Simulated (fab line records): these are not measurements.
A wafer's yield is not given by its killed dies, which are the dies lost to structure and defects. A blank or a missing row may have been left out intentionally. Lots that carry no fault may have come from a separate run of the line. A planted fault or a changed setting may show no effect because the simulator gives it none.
A single fault, viewed from 2 desks -- flow berkeley_cmos170 -- every desk sees just its own numbers, and what lay behind them comes last

## FROM THE METROLOGY DESK
What the gauges read, lot by lot, whatever tool the lot ran on: means of the sampled wafers that have a number. A lot is out of limits, marked OUT, if its mean lies more than 4 standard deviations from the usual mean; the brackets give that distance.
Columns: A = cd_nm at UCB170_GATE_CD_MEAS_12, usual 350.0 nm; B = SPACER_TEOS_THK at UCB170_SPACER_THK_MEAS_01, usual 375 nm
lot,first seen here,A,B
L857,day 5 21:14,350.9,371
L859,day 6 10:53,349.6,373
L858,day 6 11:09,350.4,370
L860,day 6 20:26,350.3,373
L862,day 6 22:14,350.6,375
L863,day 7 10:53,350.6,373
L864,day 7 11:13,348.8,381
L865,day 7 14:07,350.2,373
L867,day 7 18:27,350.5,384
L869,day 8 09:43,350.1,397 (+4.3) OUT
L874,day 9 13:35,351.6,376
L876,day 9 21:55,348.8,378
L875,day 9 22:10,350.5,373
L880,day 10 05:52,348.9,373
This desk's result: L869 out of limits, first on L869 (SPACER_TEOS_THK at UCB170_SPACER_THK_MEAS_01), day 8 14:35. L857, L859, L858, L860, L862, L863, L864, L865, L867, L874, L876, L875, L880: within limits.

## THE TOOL OWNER'S DESK: pecvd-02
The tool's own readings at UCB170_SPACER_CVD_00 (deposits SiO2 from TEOS/O2, target thk 376 nm, time 47 s): means of the sampled wafers that have a number, for each lot that ran on this tool. A lot is out of limits, marked OUT, if its mean lies more than 4 standard deviations from the usual mean; the brackets give that distance.
Columns: A = heater_power_w at UCB170_SPACER_CVD_00, usual 276 W; B = susceptor_temp_C at UCB170_SPACER_CVD_00, usual 390.04 C
lot,first seen here,A,B
L858,day 6 15:52,252,390.09
L864,day 7 16:02,265,389.91
L867,day 7 22:35,279,389.97
L869,day 8 14:32,217,390.04
This desk found nothing out of limits on any of the 4 lots.

## BROUGHT TOGETHER
At day 8 14:35 the metrology desk could have sounded an alarm, on L869.
Nothing out of limits was seen by the tool owner's desk.
Tool owner's desk: L869 on record, inside its limits.
The lots listed all ran UCB170_SPACER_CVD_00 on pecvd-02.

## WHAT WAS PUT IN BY THE SIMULATOR
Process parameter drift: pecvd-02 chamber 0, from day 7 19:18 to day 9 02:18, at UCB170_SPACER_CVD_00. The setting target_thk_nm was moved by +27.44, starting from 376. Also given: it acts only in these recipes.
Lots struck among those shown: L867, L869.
Time in hours between the start of the fault and the first out-of-limits reading at each desk: metrology desk, 19.
